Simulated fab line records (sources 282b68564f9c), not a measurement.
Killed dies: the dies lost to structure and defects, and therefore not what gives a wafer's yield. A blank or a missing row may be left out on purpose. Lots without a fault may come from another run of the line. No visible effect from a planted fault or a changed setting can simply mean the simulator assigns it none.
Problem report, 8D (eight disciplines) form, completed by code    flow rit_cmos    the parts of the form that need people (team, actions taken, sign-off) are left out

== 1. WHAT IS WRONG ==
On 3 wafers of 1 lot, killed_on_rim at RIT_M1_PROBE_99 has a mean of 9.3; fault-free wafers read 1.8, standard deviation 1.4. That is +5.4 standard deviations from the usual mean.
Earliest sighting: wafer L531.1 on prober-02 at day 5 10:51. The record holds 3 wafers of 1 lot with a number at this step. Rule for "out" (also "out of limits"): further than 4 standard deviations from the usual mean. The rest of the wafers with a number are treated as sound.

== 2. WHAT IT IS, AND WHAT IT ISN'T ==
question                     is                      is not
which readings at this step  killed_on_rim           killed_at_contacts, killed_open, killed_short
which lots                   L531                    -
which wafers of those lots   all that have a number  -
read on which tools          prober-02               -
when                         from day 5 10:51        up to then (0 sound wafers)

== 3. SUSPECTS, AND WHAT RULES EACH OUT ==
Counting: a tool stays on the suspect list if, at a process step up to the reading, it processed all lots that are out and no sound lot following the first of them.
- wet_bench-01 at RIT_SILICIDE_WET_ETCH_05 (etches Ti in SPM, time 120 s): kept. It ran the lot that is out, L531 (day 5 04:15), and no sound lot after that.
- prober-02 at RIT_M1_PROBE_99: kept. It ran the lot that is out, L531 (day 5 10:51), and no sound lot after that. Its own readings are out on those wafers: killed_on_rim.
After counting, wet_bench-01 at RIT_SILICIDE_WET_ETCH_05 and prober-02 at RIT_M1_PROBE_99 remain.

== 4. THE CAUSE (what the simulator had put in) ==
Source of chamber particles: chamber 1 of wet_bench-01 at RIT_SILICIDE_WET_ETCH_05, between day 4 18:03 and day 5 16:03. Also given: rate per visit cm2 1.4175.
Of the 2 suspects that counting leaves, this tool is one.

== 5. SEQUENCE OF EFFECTS, ordered by route ==
One row per reading whose mean, taken over the struck wafers that have a number, lies over 3 standard deviations from the usual. Only readings whose record carries a usual standard deviation are examined. hours: median over the lots of the time between each lot's start at the first step of this table that gives one and its start at this step. sigmas: the change, counted in usual standard deviations.
hours  step             reading              usual  on struck wafers  change  sigmas
0      RIT_M1_PROBE_99  killed_at_front_end  7.0    16.7              +9.7    +3.3
0      RIT_M1_PROBE_99  killed_dies          7.0    16.7              +9.7    +3.3
0      RIT_M1_PROBE_99  killed_on_rim        1.8    9.3               +7.5    +5.4
Process steps it contains:
- RIT_M1_PROBE_99

== 6. WHAT WOULD HAVE CAUGHT IT SOONER ==
The fault began at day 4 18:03; the first out-of-limits reading in this record came at day 5 10:51, 17 hours later.
All the lots that are out (1) had begun RIT_SILICIDE_WET_ETCH_05 on wet_bench-01 by day 5 10:51. Tool hold at that time: it would have spared none of them.
